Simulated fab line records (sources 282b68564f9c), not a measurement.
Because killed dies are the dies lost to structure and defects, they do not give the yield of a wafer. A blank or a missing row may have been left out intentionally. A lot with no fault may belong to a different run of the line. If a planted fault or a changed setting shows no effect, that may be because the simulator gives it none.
Comparing a struck lot with a sound one || flow ritCmos || 15 out of 202 route steps
Sound: these wafers, L243.1, L243.5, L243.6. Wafers L248.1, L248.2, L248.5 were the ones struck. The cause comes at the end.
Per side, at each step with rows, come the tool, then ch with its chambers, and then its first start. Under that, the readings that differ: sound wafers || struck wafers || difference of the means || sigmas: that difference in standard deviations of wafers without a fault.
alike: words and numbers the same on both sides, and readings whose means are apart by under 2 such deviations; not compared: readings that were withheld, readings missing a value for some wafer, numbers with overlapping values and no deviation given by the record, and bounds like >300 which may hide the same value.
A row with sigmas, a row that says differs or no value, or rows on one side alone: a step with any of these is where the two part. Numbers that have no deviation but don't overlap get no sigmas and don't part them. A reading that every wafer of one side lacks parts them only if that side has two wafers or more.

first, 3 steps without rows for these wafers: RIT_SPACER_CLEAN_01 (cleans in dHF, time 30 s); RIT_SPACER_CLEAN_02 (cleans in SC2, time 600 s); RIT_SPACER_CVD_03 (deposits Si3N4 from SiH2Cl2/NH3, target thk 250 nm, time 3300 s).
RIT_SPACER_THK_MEAS_04:
  sound on filmMetro-03, day 5 12:34; struck on filmMetro-02, day 6 14:04
  alike: SPACER_NITRIDE_THK
RIT_SPACER_ETCHBACK_05: etches Si3N4 in SF6/CHF3, stops on SiO2, target depth 250 nm, time 240 s.
  sound on rieDiel-02 ch 0,3, day 5 12:38; struck on rieDiel-04 ch 1,2, day 6 14:08
  alike: drypumpMotorCurrentA, oesProductAu, rfFwdPowerW, throttleValvePct
  not compared: rfHoursCounterH
then, 6 steps without rows for these wafers: RIT_NSD_HMDS_00 (prime time 60 s); RIT_NSD_COAT_01 (resist thk 1000 nm); RIT_NSD_SOFTBAKE_02 (time 60 s); RIT_NSD_EXPOSE_03 (exposes mask M9, target cd 40700 nm); RIT_NSD_PEB_04; RIT_NSD_DEVELOP_05 (develop time 50 s).
RIT_NSD_OVL_MEAS_06:
  sound on overlay-01, day 5 13:38; struck on overlay-01, day 6 15:20
{"reading": "NSD_OVL (nm)", "sound": "-1.3 -1.0 -2.7", "struck": "2.1 2.3 1.0", "difference": "+3.5", "sigmas": "+2"}
RIT_NSD_HARDBAKE_07: time 60 s.
  sound on lithoTrack-03 ch 0, day 5 13:40; struck on lithoTrack-02 ch 0, day 6 15:22
{"reading": "heaterPowerTotalW (W)", "sound": "62.53 62.51 62.63", "struck": "58.40 58.41 58.41", "difference": -4.15, "sigmas": -92}
{"reading": "plateTempC (C)", "sound": "140.03 140.08 139.93", "struck": "132.97 132.76 132.72", "difference": -7.20, "sigmas": -48}
{"reading": "model.NOVOLAK_of_NSD_COAT_01.thkNm (nm)", "sound": "883.2 883.1 883", "struck": "900.7 899.9 896.5", "difference": "+15.9", "sigmas": ""}
after that, 1 step had no rows for these wafers: RIT_NSD_IMPLANT_08.
RIT_M1_PROBE_99:
  sound on prober-01, day 5 23:41; struck on prober-01, day 7 04:12
  alike: killedAtContacts, killedAtFrontEnd, killedDies, killedOpen, killedShort

## WHERE THEY PART
Last at RIT_NSD_HARDBAKE_07 as far as this record goes, first at RIT_NSD_OVL_MEAS_06. Later steps at which nothing parts them and some readings are alike: RIT_M1_PROBE_99.

WHY: the cause the simulator had injected
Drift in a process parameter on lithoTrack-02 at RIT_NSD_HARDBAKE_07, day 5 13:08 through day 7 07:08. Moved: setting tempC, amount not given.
